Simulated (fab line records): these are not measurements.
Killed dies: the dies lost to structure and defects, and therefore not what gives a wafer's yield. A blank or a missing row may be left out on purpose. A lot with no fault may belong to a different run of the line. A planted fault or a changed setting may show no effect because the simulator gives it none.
fab line records | flow berkeley-cmos170
record lots=5 | wafers=23
route steps=331 shown M3@327
start-h: start of the lot's first displayed wafer, in hours after the record's first day | wait-h: how many hours have passed since the lot's step before this one | " identical to the entry in the row above | L1.1+2: one row covering several wafers at once | - value missing, or start not given | * or withheld: withheld | < > ~ a bound
route shown NAME@n: a module of which the file shows steps, and the number in the route of the first | usual: mean/standard deviation taken from wafers without a fault | same: alike in all rows | chamber/n: place in a boat | sites: each site's reading | _std_site: their standard deviation | _edge_site: mean of outer sites minus mean of inner sites | radius-mm: how far each site lies from the wafer's centre | mask NAME#n: copy n | behind: the tool/chamber that last shaped the wafer | hold: why the lot went on hold/how many hours it stayed there/how the hold came to an end | device: the transistor (n, p or np) that didn't switch | end of line: tests run on the same wafers once the route is complete | step lacking rows: just its recipe | killed: dies lost to structure and defects at the first sort, not the wafer's yield | map: a wafer's dies, x killed, . not, _ none there
set.NAME: the setting as run; set.NAME@STEP: as run at that earlier step | model.NAME: the simulator's own value behind a step, which no gauge read
one table per step and one row per wafer, for lots whose settings were changed on purpose
## steps
# step UCB170_M3_METAL_ETCH_18
# recipe chemistry=Cl2/BCl3 | target=Al | stop-on=SiO2 | pressure-mtorr=12 | target-depth-a=11700 | over-etch-frac=0.3 | time-s=195 | icp-w=600 | bias-w=120 | Cl2_flow_sccm=90 | bcl3-flow-sccm=45
lot.wafer      | tool         | chamber   | start-h | wait-h | set.time-s
L075.1+4+5     | rie-metal-01 | 1,0,0     | 155.64  | -      | 195
L075.2+3       | "            | 0,1       | "       | "      | 177.8
L074.2+3+4+5+6 | rie-metal-03 | 1,0,1,1,0 | 156.47  | -      | 195
L077.1+2+6     | rie-metal-01 | 1,0,1     | 163.91  | -      | 169.8
L077.3+4       | "            | 0,1       | "       | "      | 195
L076.1+6       | rie-metal-03 | 1         | 165.92  | -      | 183.8
L076.2+3+5     | "            | 1         | "       | "      | 195
L079.2+4+6     | rie-metal-02 | 0,1,1     | 171.68  | -      | 195
# step UCB170_M3_STRIP_19
# recipe chemistry=O2 | power-w=400 | pressure-mtorr=3500 | platen-temp-c=withheld | o2-flow-sccm=400 | overash-fraction=0.5
# step UCB170_M3_PROBE_99
lot.wafer | tool      | chamber | start-h | wait-h | set.dose-cm2@NSD_IMPLANT_08 | set.time-s@SILICIDE_SPUTTER_01 | set.time-s@M2_METAL_ETCH_18 | model.etest.pldd.line-ohm-um | model.etest.contact-npoly.end-ohm-um | model.etest.ppoly-line.line-ohm-um | model.etest.npoly-line.line-ohm-um | model.etest.ppoly-line.rs-ohm-sq
L075.1    | prober-02 | -       | 156.17  | 0.1    | 3.152e+15                   | 26.88                          | 168.1                       | 1800                         | 57.54                                | 13.96                              | 13.91                              | 4.53
L075.2    | prober-02 | -       | 156.22  | 0.1    | 3e+15                       | 26.88                          | 168.1                       | 1816                         | 62.99                                | 14                                 | 13.79                              | 4.442
L075.3    | prober-02 | -       | 156.27  | 0.2    | 3.152e+15                   | 26.88                          | 195                         | 1842                         | 59.32                                | 13.92                              | 13.8                               | 4.515
L075.4    | prober-02 | -       | 156.32  | 0.2    | 3.152e+15                   | 25                             | 195                         | 1855                         | 57.49                                | 14.84                              | 14.57                              | 4.765
L075.5    | prober-02 | -       | 156.37  | 0.2    | 3e+15                       | 25                             | 168.1                       | 1805                         | 64.78                                | 14.93                              | 14.47                              | 4.769
L074.4    | prober-02 | -       | 157.15  | 0.2    | 3e+15                       | 22.79                          | 195                         | 1783                         | 64.95                                | 16.18                              | 16.02                              | 5.259
L074.5    | prober-02 | -       | 157.20  | 0.2    | 3e+15                       | 22.79                          | 195                         | 1788                         | 64.58                                | 16.15                              | 15.66                              | 5.185
L074.6    | prober-02 | -       | 157.25  | 0.2    | 3e+15                       | 22.79                          | 195                         | 1766                         | 64.17                                | 15.95                              | 15.83                              | 5.171
L077.1    | prober-01 | -       | 164.44  | 0.1    | 3e+15                       | 25                             | 223.1                       | 1781                         | 61.32                                | 14.7                               | 14.36                              | 4.701
L077.6    | prober-01 | -       | 164.69  | 0.2    | 3e+15                       | 26.34                          | 195                         | 1725                         | 62.29                                | 14.39                              | 13.8                               | 4.527
L076.2    | prober-02 | -       | 166.69  | 0.1    | 3e+15                       | 25                             | 186                         | 1823                         | 62.96                                | 14.9                               | 14.75                              | 4.826
L076.3    | prober-02 | -       | 166.74  | 0.2    | 3.096e+15                   | 21.98                          | 186                         | 1800                         | 58.25                                | 17.29                              | 16.52                              | 5.532
L079.2    | prober-02 | -       | 172.26  | 0.1    | 3e+15                       | 25                             | 195                         | 1777                         | 64.82                                | 15.12                              | 14.92                              | 4.861
L079.4    | prober-02 | -       | 172.36  | 0.2    | 3e+15                       | 25                             | 195                         | 1764                         | 65.18                                | 15.18                              | 14.91                              | 4.87
L079.6    | prober-02 | -       | 172.46  | 0.2    | 3e+15                       | 25                             | 195                         | 1783                         | 62.09                                | 14.82                              | 14.75                              | 4.771
# killed by level:class
L079.2 WELLDRIVE:geometric-particle:open=2 M2:geometric-particle:short=2 V1:geometric-particle:short=1 M3:geometric-particle:short=1
L079.4 GATE:geometric-particle:short=1 SPACER:geometric-particle:open=1 V2:geometric-particle:open=1 PWELL:area-etch=1
L079.6 SPACER:geometric-particle:short=3 V1:geometric-particle:short=1
## key
split step=UCB170_M3_METAL_ETCH_18 | setting=time-s | stated=195 | by=wafer
response none clear
split outside-this-file step=UCB170_NSD_IMPLANT_08 setting=dose-cm2
split outside-this-file step=UCB170_SILICIDE_SPUTTER_01 setting=time-s
split outside-this-file step=UCB170_M2_METAL_ETCH_18 setting=time-s
# split outside-this-file: this setting was split too, and the file shows its column; the key of that split is in another file
